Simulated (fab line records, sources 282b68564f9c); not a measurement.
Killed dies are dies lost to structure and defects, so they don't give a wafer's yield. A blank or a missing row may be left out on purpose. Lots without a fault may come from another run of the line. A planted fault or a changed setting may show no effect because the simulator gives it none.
A struck lot beside a sound one | flow rit_cmos | 34 steps out of a route of 202
Sound: wafers L146.2, L146.4, L146.6. Struck: wafers L141.1, L141.3, L141.6. The cause comes at the end.
At each step with rows: each side's tool, then ch and its chambers, then its first start. Under that, the readings that differ: sound wafers | struck wafers | difference of the means | sigmas: that difference in standard deviations of wafers without a fault.
alike: readings whose means differ by less than 2 such deviations, and words and numbers that are the same on both sides. not compared: withheld readings, readings that some wafer has no value for, bounds like >300 that may hide the same value, and numbers for which the record gives no deviation and whose values overlap.
The two part at a step that has a row with sigmas, a row that says differs or no value, or rows on one side only. Numbers that don't overlap but have no deviation are shown without sigmas and don't part them. A reading that every wafer of one side lacks parts them only if that side has two wafers or more.

first, 2 steps without rows for these wafers: RIT_SPACER_CLEAN_02 (cleans in SC2, time 600 s); RIT_SPACER_CVD_03 (deposits Si3N4 from SiH2Cl2/NH3, target thk 250 nm, time 3300 s).
RIT_SPACER_THK_MEAS_04:
  sound on film_metro-02, day 7 11:08; struck on film_metro-02, day 6 09:07
  alike: SPACER_NITRIDE_THK
RIT_SPACER_ETCHBACK_05: etches Si3N4 in SF6/CHF3, stops on SiO2, target depth 250 nm, time 240 s.
  sound on rie_diel-04 ch 2,3, day 7 11:11; struck on rie_diel-01 ch 1,2,3, day 6 09:10
  alike: CHF3_flow_sccm, SF6_flow_sccm, drypump_motor_current_A, oes_product_au, rf_fwd_power_W, throttle_valve_pct
  not compared: rf_hours_counter_h
then, 6 steps without rows for these wafers: RIT_NSD_HMDS_00 (prime time 60 s); RIT_NSD_COAT_01 (resist thk 1000 nm); RIT_NSD_SOFTBAKE_02 (time 60 s); RIT_NSD_EXPOSE_03 (exposes mask M9, target cd 40700 nm); RIT_NSD_PEB_04; RIT_NSD_DEVELOP_05 (develop time 50 s).
RIT_NSD_OVL_MEAS_06:
  sound on overlay-01, day 7 12:11; struck on overlay-02, day 6 10:10
  alike: NSD_OVL
then, 1 step without rows for these wafers: RIT_NSD_HARDBAKE_07 (time 60 s).
RIT_NSD_IMPLANT_08:
  sound on implanter-02 ch 0, day 7 12:23; struck on implanter-03 ch 0, day 6 10:22
  reading                   | sound                | struck               | difference | sigmas
  beam_energy_keV           | 24.995 25.000 25.005 | 17.497 17.497 17.506 | -7.500     | -99 or more
  model.implant.rp_nm (nm)  | 32.14 32.14 32.14    | 25.02 25.02 25.02    | -7.12      |
  model.implant.drp_nm (nm) | 14.84 14.84 14.84    | 11.96 11.96 11.96    | -2.88      |
  alike: dose_ions_cm2
RIT_NSD_STRIP_09: strips in O2, time 180 s.
  sound on plasma_asher-02 ch 1, day 7 12:31; struck on plasma_asher-02 ch 0,1, day 6 10:31
  alike: drypump_motor_current_A
  not compared: rf_hours_counter_h
RIT_NSD_TW_MEAS_10:
  sound on film_metro-03, day 7 12:42; struck on film_metro-04, day 6 10:41
  reading | sound          | struck         | difference | sigmas
  NSD_TW  | 3102 3114 3100 | 2840 2816 2832 | -276       | -13
then, 6 steps without rows for these wafers: RIT_PSD_HMDS_00 (prime time 60 s); RIT_PSD_COAT_01 (resist thk 1000 nm); RIT_PSD_SOFTBAKE_02 (time 60 s); RIT_PSD_EXPOSE_03 (exposes mask M10, target cd 40900 nm); RIT_PSD_PEB_04; RIT_PSD_DEVELOP_05 (develop time 50 s).
RIT_PSD_OVL_MEAS_06:
  sound on overlay-01, day 7 13:40; struck on overlay-02, day 6 11:49
  alike: PSD_OVL
then, 2 steps without rows for these wafers: RIT_PSD_HARDBAKE_07 (time 60 s); RIT_PSD_IMPLANT_08.
RIT_PSD_STRIP_09: strips in O2, time 180 s.
  sound on plasma_asher-01 ch 0,1, day 7 14:01; struck on plasma_asher-04 ch 0, day 6 12:09
  alike: drypump_motor_current_A
  not compared: rf_hours_counter_h
RIT_PSD_TW_MEAS_10:
  sound on film_metro-04, day 7 14:11; struck on film_metro-03, day 6 12:19
  alike: PSD_TW
then, 3 steps without rows for these wafers: RIT_SDANNEAL_CLEAN_00 (cleans in SC1, time 600 s); RIT_SDANNEAL_CLEAN_01 (cleans in dHF, time 30 s); RIT_SDANNEAL_CLEAN_02 (cleans in SC2, time 600 s).
RIT_SDANNEAL_RTA_03: time 5 s.
  sound on rtp_anneal-02 ch 0, day 7 14:39; struck on rtp_anneal-02 ch 0, day 6 12:47
  alike: wafer_temp_C_max
RIT_SDANNEAL_RS_MEAS_04: measures by four-point-probe.
  sound on film_metro-01, day 7 14:46; struck on film_metro-01, day 6 12:50
  alike: PSD_RS
RIT_SDANNEAL_RS_MEAS_05: measures by four-point-probe.
  sound on film_metro-01, day 7 14:53; struck on film_metro-01, day 6 12:58
  reading         | sound             | struck            | difference | sigmas
  NSD_RS (ohm/sq) | 84.76 85.04 84.70 | 88.76 88.47 88.50 | +3.74      | +13
RIT_SDANNEAL_RS_MEAS_06: measures by four-point-probe.
  sound on film_metro-01, day 7 15:01; struck on film_metro-01, day 6 13:05
  alike: PLDD_RS
then, 1 step without rows for these wafers: RIT_M1_PROBE_99.

WHERE THEY PART
First at RIT_NSD_IMPLANT_08; last, within this record, at RIT_SDANNEAL_RS_MEAS_05. Later steps at which nothing parts them and some readings are alike: RIT_SDANNEAL_RS_MEAS_06.

WHY: what the simulator had put in
Process parameter drift: implanter-03, from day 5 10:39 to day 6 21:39, at RIT_NSD_IMPLANT_08. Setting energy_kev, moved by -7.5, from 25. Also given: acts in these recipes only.
